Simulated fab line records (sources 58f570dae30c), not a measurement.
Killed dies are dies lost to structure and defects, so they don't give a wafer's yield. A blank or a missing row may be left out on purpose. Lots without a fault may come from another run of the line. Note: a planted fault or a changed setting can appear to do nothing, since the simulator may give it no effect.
Split-lot trial -- flow berkeley cmos170 -- 5 lots, 23 wafers read, on a route of 331 steps

== SPLIT DETAILS ==
At UCB170_PWELL_IMPLANT_15, the setting energy kev was moved away from the recipe's 60 on 7 of the 23 wafers read, by -6.0% to +4.0%. The other wafers ran this setting at the recipe's value.

The reading is taken at the split's own step.

== THE READING ==
In nm, at UCB170_PWELL_IMPLANT_15: implant.drp nm, which is the simulator's own figure and was read by no gauge. There is no usual value for it anywhere in the file.

wafer,"tool, chamber at the split",energy kev as run,against the recipe,"implant.drp nm, nm",against lot-mates on the recipe
L074.1,"implanter-01, 0",56.42,-6.0%,62.6,-2.10
L074.2,"implanter-01, 0",56.42,-6.0%,62.6,-2.10
L074.3,"implanter-01, 0",60,recipe,64.7,-
L074.4,"implanter-01, 0",60,recipe,64.7,-
L074.6,"implanter-01, 0",60,recipe,64.7,-
L076.1,"implanter-01, 0",60,recipe,64.7,-
L076.3,"implanter-01, 0",60,recipe,64.7,-
L076.4,"implanter-01, 0",60,recipe,64.7,-
L076.5,"implanter-01, 0",60,recipe,64.7,-
L076.6,"implanter-01, 0",60,recipe,64.7,-
L079.1,"implanter-04, 0",62.43,+4.0%,66.06,+1.36
L079.6,"implanter-04, 0",62.43,+4.0%,66.06,+1.36
L079.2,"implanter-04, 0",60,recipe,64.7,-
L079.3,"implanter-04, 0",60,recipe,64.7,-
L079.4,"implanter-04, 0",60,recipe,64.7,-
L081.1,"implanter-01, 0",60,recipe,64.7,-
L081.3,"implanter-01, 0",60,recipe,64.7,-
L081.4,"implanter-01, 0",56.98,-5.0%,62.94,-1.76
L081.5,"implanter-01, 0",56.98,-5.0%,62.94,-1.76
L081.6,"implanter-01, 0",56.98,-5.0%,62.94,-1.76
L083.1,"implanter-01, 0",60,recipe,64.7,-
L083.2,"implanter-01, 0",60,recipe,64.7,-
L083.3,"implanter-01, 0",60,recipe,64.7,-

FIT RESULTS
A straight line over all 23 wafers: implant.drp nm changes by +0.347 nm for each +1% of energy kev; r = +1.00; the points scatter about the line by 0.015 nm.
The same after taking each lot's own level away (the mean of its wafers on the recipe; 23 wafers): +0.347 nm for each +1%; r = +1.00; scatter 0.015 nm.
According to that fit, moving energy kev by its largest amount changes the reading by 2.1 nm.
The lots' own levels span 64.700 to 64.700 nm.
So the lot-to-lot level changes the slope little: the two slopes agree.
Check: -2.07 nm against its lot-mates is what the line predicts for one of the wafers moved furthest among these (-6.0%) when that wafer is left out of the fit. It came out at -2.1 nm against them.

== FURTHER SPLITS ON THESE WAFERS ==
Note: prior to the reading, these wafers also went through further splits. Each is held against what the fit with the lots' levels taken away leaves over:
other split on the same wafers,wafers away from the commonest value,r with implant.drp nm (lot level and that fit taken away)
UCB170_START_OXIDATION_02 ox time s,18,-0.01
UCB170_NWELL_OXIDATION_01 temp c,15,+0.19
UCB170_PWELL_CVD_05 temp c,15,-0.43

== THE WHOLE CHAIN: every reading that the file lists as answering this split, in the file's order ==
step,what it does,reading,change (the file's fit),r (the file's)
UCB170_PWELL_IMPLANT_15,,"implant.rp nm (the simulator's own value, which no gauge read)",+1.86 nm for each +1% of the setting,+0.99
UCB170_PWELL_IMPLANT_15,,"implant.drp nm (the simulator's own value, which no gauge read)",+0.348 nm for each +1% of the setting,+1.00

== THE FILE'S OWN FIT ==
implant.drp nm changes by +0.348 nm for each +1% of energy kev, r = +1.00.
